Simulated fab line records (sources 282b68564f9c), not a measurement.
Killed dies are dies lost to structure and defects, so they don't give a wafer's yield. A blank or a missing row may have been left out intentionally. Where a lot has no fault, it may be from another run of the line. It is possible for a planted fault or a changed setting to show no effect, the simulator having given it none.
fab line records	flow rit_cmos
[record] lots = 14	wafers = 42	last_day = 7
route steps=202 shown ACTIVE@2 M1@202
lots untouched by any fault: they come from a run of this same line in which no faults occurred
start_h: start of the lot's first displayed wafer, in hours after the record's first day	wait_h: hours elapsed since this lot's preceding step	" unchanged from the row above	L1.1+2: several wafers, shown together as one row	- no value present, or no start provided	* or withheld: withheld	< > ~ a bound
route shown NAME@n: a module of which the file shows steps, and the number in the route of the first	usual: mean/standard deviation of fault-free wafers	same: alike in all rows	chamber/n: place in a boat	sites: per-site readings	_std_site: the standard deviation of these	_edge_site: outer sites' mean less inner sites'	radius_mm: how far each site lies from the wafer's centre	mask NAME#n: copy n	behind: tool/chamber where the wafer was last shaped	hold: the reason the lot was held/the length of the hold in hours/how it ended	device: which transistor (n, p or np) failed to switch	end of line: the route-end tests of the same wafers	a step given without rows: its recipe and nothing more	killed: dies lost to structure and defects at the first sort, not the wafer's yield	map: the dies of a wafer, with x for killed, . for not killed, _ for no die there
set.NAME: the setting that was run; set.NAME@STEP: the one run at that earlier step	model.NAME: the simulator's own value behind a step, which no gauge read
route steps across a sampled set of lots; one table per step, one row per wafer
services: from which hour (start_h, from the record's first day; less than 0 if before it) a tool's chamber was out of use, for how many hours, and why
[[steps]]
[step RIT_ACTIVE_OXIDATION_01]
[recipe] temp_c = 1000	ambient = O2	target_thk_a = 468	ox_time_s = 3360
[usual] spike_tc_centre_C = 1002.0/1.4	zone_power_centre_pct = 45.5/0.66
lot.wafer	tool	chamber	start_h	wait_h	spike_tc_centre_C	zone_power_centre_pct
L723.1	furnace-01	0	12.34	2.3	999.3	45.2
L723.2	"	0	"	"	1000.7	45.6
L723.4	"	0	"	"	1002.3	45.2
L724.2	furnace-01	0	15.35	0.3	1000.4	45.5
L724.4	"	0	"	"	1000.6	44.4
L724.6	"	0	"	"	1000.4	44.5
L725.4	furnace-04	0	20.12	0.0	1001.6	46.2
L725.5	"	0	"	"	1003.3	45.1
L725.6	"	0	"	"	1002.7	45.7
L726.1	furnace-01	0	25.12	0.1	999.8	46.0
L726.4	"	0	"	"	1003.9	45.6
L726.6	"	0	"	"	1002.6	45.5
L727.1	furnace-03	0	30.12	0.1	1003.2	46.0
L727.3	"	0	"	"	1003.3	45.7
L727.6	"	0	"	"	1001.7	45.7
L728.4	furnace-04	0	35.12	0.0	1004.9	46.2
L728.5	"	0	"	"	1003.2	45.5
L728.6	"	0	"	"	1002.1	46.3
L729.1	furnace-04	0	40.12	0.1	1004.7	45.7
L729.3	"	0	"	"	1002.2	45.9
L729.5	"	0	"	"	1003.0	46.3
L730.1	furnace-01	0	47.21	2.2	1000.2	44.5
L730.3	"	0	"	"	999.9	45.6
L730.4	"	0	"	"	999.8	44.4
L731.4	furnace-03	0	50.12	0.0	1002.7	45.8
L731.5	"	0	"	"	1002.2	45.8
L731.6	"	0	"	"	1002.2	45.3
L735.3	furnace-01	0	70.12	0.1	1002.1	44.2
L735.5	"	0	"	"	1000.5	45.5
L735.6	"	0	"	"	1002.3	44.6
L738.1	furnace-01	0	85.12	0.1	998.1	45.3
L738.2	"	0	"	"	1002.0	45.5
L738.4	"	0	"	"	1001.3	45.1
L741.1	furnace-01	0	100.12	0.1	1000.5	46.3
L741.2	"	0	"	"	1000.2	45.4
L741.4	"	0	"	"	998.4	45.3
L743.3	furnace-04	0	111.23	1.2	1002.8	45.6
L743.5	"	0	"	"	1002.1	46.3
L743.6	"	0	"	"	999.7	46.4
L744.1	furnace-04	0	116.03	1.0	1002.4	46.0
L744.5	"	0	"	"	1002.9	46.6
L744.6	"	0	"	"	1002.6	45.5
[step RIT_ACTIVE_THK_MEAS_02]
[recipe] reads = SiO2_of_ACTIVE_OXIDATION_01
[usual] ACTIVE_OXIDE_THK = 47.4/0.99
lot.wafer	tool	chamber	start_h	wait_h	ACTIVE_OXIDE_THK[nm]
L723.1	film_metro-01	-	14.28	0.0	49.3
L723.2	"	-	"	"	49.6
L723.4	"	-	"	"	49.3
L724.2	film_metro-01	-	17.29	0.0	47.1
L724.4	"	-	"	"	47.3
L724.6	"	-	"	"	47.2
L725.4	film_metro-04	-	22.08	0.0	46.6
L725.5	"	-	"	"	46.1
L725.6	"	-	"	"	46.1
L726.1	film_metro-03	-	27.05	0.0	47.6
L726.4	"	-	"	"	47.8
L726.6	"	-	"	"	47.6
L727.1	film_metro-01	-	32.05	0.0	45.9
L727.3	"	-	"	"	45.7
L727.6	"	-	"	"	45.8
L728.4	film_metro-03	-	37.08	0.0	47.4
L728.5	"	-	"	"	47.4
L728.6	"	-	"	"	47.5
L729.1	film_metro-04	-	42.05	0.0	47.6
L729.3	"	-	"	"	47.3
L729.5	"	-	"	"	47.8
L730.1	film_metro-04	-	49.15	0.0	48.9
L730.3	"	-	"	"	49.0
L730.4	"	-	"	"	48.6
L731.4	film_metro-01	-	52.08	0.0	46.2
L731.5	"	-	"	"	46.6
L731.6	"	-	"	"	46.8
L735.3	film_metro-03	-	72.07	0.0	51.0
L735.5	"	-	"	"	51.8
L735.6	"	-	"	"	51.4
L738.1	film_metro-03	-	87.05	0.0	51.6
L738.2	"	-	"	"	51.0
L738.4	"	-	"	"	50.7
L741.1	film_metro-03	-	102.05	0.0	50.4
L741.2	"	-	"	"	50.9
L741.4	"	-	"	"	51.4
L743.3	film_metro-01	-	113.18	0.0	45.5
L743.5	"	-	"	"	45.6
L743.6	"	-	"	"	45.1
L744.1	film_metro-01	-	117.96	0.0	46.0
L744.5	"	-	"	"	46.0
L744.6	"	-	"	"	45.3
[step RIT_M1_PROBE_99]
[usual] killed_at_front_end = 7/3	killed_dies = 7/3	killed_open = 3.3/1.8	killed_short = 3.3/2.2
[same] gross_dies = 264	killed_at_M0_to_M3 = 0	killed_at_M4_up = 0	killed_at_back_side = 0	killed_at_contacts = 0	killed_at_other = 0
lot.wafer	tool	chamber	start_h	wait_h	killed_at_front_end	killed_dies	killed_open	killed_short
L723.1	prober-01	-	63.70	0.1	4	4	4	0
L723.2	prober-01	-	63.75	0.1	3	3	0	3
L723.4	prober-01	-	63.85	0.2	4	4	2	2
L724.2	prober-02	-	65.25	0.1	3	3	3	0
L724.4	prober-02	-	65.35	0.2	4	4	3	1
L724.6	prober-02	-	65.45	0.2	6	6	3	3
L725.4	prober-01	-	71.76	0.2	7	7	5	2
L725.5	prober-01	-	71.81	0.2	8	8	5	3
L725.6	prober-01	-	71.86	0.2	3	3	2	1
L726.1	prober-02	-	74.20	0.1	2	2	1	1
L726.4	prober-02	-	74.35	0.2	11	11	3	8
L726.6	prober-02	-	74.45	0.2	4	4	3	1
L727.1	prober-01	-	81.25	0.1	3	3	1	2
L727.3	prober-01	-	81.35	0.2	5	5	2	3
L727.6	prober-01	-	81.50	0.2	5	5	1	4
L728.4	prober-02	-	86.77	0.2	7	7	2	5
L728.5	prober-02	-	86.82	0.2	4	4	4	0
L728.6	prober-02	-	86.87	0.2	9	9	5	4
L729.1	prober-01	-	100.77	0.1	4	4	1	3
L729.3	prober-01	-	100.87	0.2	6	6	3	3
L729.5	prober-01	-	100.97	0.2	5	5	3	2
L730.1	prober-02	-	100.77	0.1	5	5	3	2
L730.3	prober-02	-	100.87	0.2	9	9	5	4
L730.4	prober-02	-	100.92	0.2	4	4	3	1
L731.4	prober-02	-	106.04	0.2	7	7	3	4
L731.5	prober-02	-	106.09	0.2	9	9	4	5
L731.6	prober-02	-	106.14	0.2	5	5	2	3
L735.3	prober-02	-	123.02	0.2	8	8	6	2
L735.5	prober-02	-	123.12	0.2	4	4	2	2
L735.6	prober-02	-	123.17	0.2	7	7	4	3
L738.1	prober-01	-	140.48	0.1	4	4	2	2
L738.2	prober-01	-	140.53	0.1	5	5	3	2
L738.4	prober-01	-	140.63	0.2	4	4	1	3
L741.1	prober-02	-	152.46	0.1	8	8	2	6
L741.2	prober-02	-	152.51	0.1	5	5	4	1
L741.4	prober-02	-	152.61	0.2	8	8	4	4
L743.3	prober-02	-	163.10	0.2	8	8	4	4
L743.5	prober-02	-	163.20	0.2	12	12	4	8
L743.6	prober-02	-	163.25	0.2	7	7	4	3
L744.1	prober-02	-	167.52	0.1	8	8	4	4
L744.5	prober-02	-	167.72	0.2	9	9	5	4
L744.6	prober-02	-	167.77	0.2	10	10	3	7
// killed by level:class
L723.1 SILICIDE:geometric_particle:open=2 FOX1:geometric_particle:open=1 SPACER:geometric_particle:open=1
L723.2 SPACER:geometric_particle:short=2 FOX2:geometric_particle:short=1
L723.4 GATE:geometric_particle:short=1 GATE:geometric_particle:open=1 SPACER:geometric_particle:short=1 SILICIDE:geometric_particle:open=1
L724.2 GATE:geometric_particle:open=2 FOX1:geometric_particle:open=1
L724.4 GATE:geometric_particle:open=2 GATE:geometric_particle:short=1 REOX:geometric_particle:open=1
L724.6 GATE:geometric_particle:short=1 GATE:geometric_particle:open=1 REOX:geometric_particle:short=1 REOX:geometric_particle:open=1 SPACER:geometric_particle:open=1 SILICIDE:geometric_particle:short=1
L725.4 REOX:geometric_particle:open=3 GATE:geometric_particle:short=1 GATE:geometric_particle:open=1 SPACER:geometric_particle:short=1 SILICIDE:geometric_particle:open=1
L725.5 GATE:geometric_particle:short=2 FOX2:geometric_particle:open=1 GATE:geometric_particle:open=1 REOX:geometric_particle:open=1 SPACER:geometric_particle:open=1 SPACER:geometric_particle:short=1 SILICIDE:geometric_particle:open=1
L725.6 FOX2:geometric_particle:short=1 GATE:geometric_particle:open=1 SPACER:geometric_particle:open=1
L726.1 FOX2:geometric_particle:open=1 GATE:geometric_particle:short=1
L726.4 FOX2:geometric_particle:short=3 FOX1:geometric_particle:open=1 FOX1:geometric_particle:short=1 FOX2:geometric_particle:open=1 GATE:geometric_particle:short=1 REOX:geometric_particle:short=1 SPACER:geometric_particle:short=1 SILICIDE:geometric_particle:open=1
L726.6 FOX1:geometric_particle:open=2 REOX:geometric_particle:short=1 SPACER:geometric_particle:open=1
L727.1 GATE:geometric_particle:open=1 GATE:geometric_particle:short=1 REOX:geometric_particle:short=1
L727.3 FOX1:geometric_particle:short=2 REOX:geometric_particle:open=1 SPACER:geometric_particle:open=1 SPACER:geometric_particle:short=1
L727.6 FOX1:geometric_particle:short=2 FOX2:geometric_particle:short=1 GATE:geometric_particle:open=1 SILICIDE:geometric_particle:short=1
L728.4 SILICIDE:geometric_particle:short=2 FOX1:geometric_particle:short=1 FOX2:geometric_particle:open=1 GATE:geometric_particle:short=1 FOX2:geometric_particle:short=1 SILICIDE:geometric_particle:open=1
L728.5 GATE:geometric_particle:open=2 FOX2:geometric_particle:open=1 SILICIDE:geometric_particle:open=1
L728.6 FOX1:geometric_particle:open=2 FOX1:geometric_particle:short=1 FOX2:geometric_particle:short=1 GATE:geometric_particle:short=1 GATE:geometric_particle:open=1 REOX:geometric_particle:open=1 SPACER:geometric_particle:open=1 SILICIDE:geometric_particle:short=1
L729.1 GATE:geometric_particle:short=2 FOX1:geometric_particle:short=1 GATE:geometric_particle:open=1
L730.1 FOX1:geometric_particle:short=2 GATE:geometric_particle:open=2 REOX:geometric_particle:open=1
L729.3 SPACER:geometric_particle:open=2 FOX1:geometric_particle:open=1 FOX1:geometric_particle:short=1 GATE:geometric_particle:short=1 SPACER:geometric_particle:short=1
L730.3 GATE:geometric_particle:open=3 FOX1:geometric_particle:open=2 FOX2:geometric_particle:short=2 GATE:geometric_particle:short=1 SPACER:geometric_particle:short=1
L730.4 GATE:geometric_particle:open=2 SPACER:geometric_particle:short=1 SPACER:geometric_particle:open=1
L729.5 FOX1:geometric_particle:short=1 FOX1:geometric_particle:open=1 FOX2:geometric_particle:open=1 REOX:geometric_particle:open=1 SILICIDE:geometric_particle:short=1
L731.4 GATE:geometric_particle:open=3 FOX1:geometric_particle:short=1 GATE:geometric_particle:short=1 SPACER:geometric_particle:short=1 SILICIDE:geometric_particle:short=1
L731.5 GATE:geometric_particle:short=3 FOX1:geometric_particle:open=1 FOX2:geometric_particle:short=1 GATE:geometric_particle:open=1 SPACER:geometric_particle:open=1 SILICIDE:geometric_particle:short=1 SILICIDE:geometric_particle:open=1
L731.6 GATE:geometric_particle:short=2 GATE:geometric_particle:open=2 SPACER:geometric_particle:short=1
L735.3 FOX1:geometric_particle:open=2 SILICIDE:geometric_particle:open=2 FOX1:geometric_particle:short=1 FOX2:geometric_particle:open=1 FOX2:geometric_particle:short=1 GATE:geometric_particle:open=1
L735.5 FOX1:geometric_particle:short=2 FOX2:geometric_particle:open=1 REOX:geometric_particle:open=1
L735.6 GATE:geometric_particle:open=2 FOX1:geometric_particle:short=1 GATE:geometric_particle:short=1 SPACER:geometric_particle:open=1 SILICIDE:geometric_particle:short=1 SILICIDE:geometric_particle:open=1
L738.1 GATE:geometric_particle:short=2 FOX1:geometric_particle:open=1 SILICIDE:geometric_particle:open=1
L738.2 FOX1:geometric_particle:short=1 FOX1:geometric_particle:open=1 GATE:geometric_particle:short=1 REOX:geometric_particle:open=1 SILICIDE:geometric_particle:open=1
L738.4 FOX1:geometric_particle:short=1 GATE:geometric_particle:short=1 GATE:geometric_particle:open=1 SILICIDE:geometric_particle:short=1
L741.1 SPACER:geometric_particle:short=4 SPACER:geometric_particle:open=2 REOX:geometric_particle:short=1 SILICIDE:geometric_particle:short=1
L741.2 GATE:geometric_particle:open=2 ACTIVE:geometric_particle:open=1 FOX1:geometric_particle:open=1 SILICIDE:geometric_particle:short=1
L741.4 SILICIDE:geometric_particle:short=3 SPACER:geometric_particle:open=2 REOX:geometric_particle:open=1 REOX:geometric_particle:short=1 SILICIDE:geometric_particle:open=1
L743.3 REOX:geometric_particle:short=2 FOX1:geometric_particle:open=1 FOX2:geometric_particle:short=1 FOX2:geometric_particle:open=1 GATE:geometric_particle:short=1 SPACER:geometric_particle:open=1 SILICIDE:geometric_particle:open=1
L743.5 GATE:geometric_particle:short=5 FOX1:geometric_particle:open=2 REOX:geometric_particle:short=2 REOX:geometric_particle:open=2 FOX1:geometric_particle:short=1
L743.6 SPACER:geometric_particle:open=2 FOX1:geometric_particle:open=1 FOX2:geometric_particle:short=1 SPACER:geometric_particle:short=1 SILICIDE:geometric_particle:short=1 SILICIDE:geometric_particle:open=1
L744.1 GATE:geometric_particle:short=2 FOX1:geometric_particle:open=1 FOX1:geometric_particle:short=1 FOX2:geometric_particle:short=1 FOX2:geometric_particle:open=1 GATE:geometric_particle:open=1 SPACER:geometric_particle:open=1
L744.5 GATE:geometric_particle:open=3 FOX1:geometric_particle:short=2 FOX2:geometric_particle:open=2 FOX2:geometric_particle:short=1 SILICIDE:geometric_particle:short=1
L744.6 SPACER:geometric_particle:open=3 REOX:geometric_particle:short=2 SPACER:geometric_particle:short=2 FOX1:geometric_particle:short=1 GATE:geometric_particle:short=1 SILICIDE:geometric_particle:short=1
[[services]]
tool	chamber	start_h	hours	kind
furnace-01	-	39.33	4.0	pm
furnace-04	-	42.05	3.1	pm
furnace-01	-	56.40	2.4	pm
furnace-03	-	71.81	4.4	pm
[[key]]
[first_sign] step = RIT_ACTIVE_THK_MEAS_02	reading = ACTIVE_OXIDE_THK	direction = up	sigmas = 3.8	usual = 47.4	struck = 51.2
effect none on later readings
met_at RIT_ACTIVE_OXIDATION_01
struck_lots L735,L738,L741
tester_left_out L735,L738,L741
onset_between 47.21 70.12
[fault] kind = process_parameter_drift	tool = furnace-01	chamber = -	onset_h = 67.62	steps = RIT_ACTIVE_OXIDATION_01	channel = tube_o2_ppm	offset = 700	shape = step	end_h = 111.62
// tester_left_out: of these lots the tester's yield and bins aren't shown, on N5 and GAA mostly nor the transistor test; their killed dies are dies lost to structure and defects alone, not to doping, threshold or leakage, so they don't give the yield
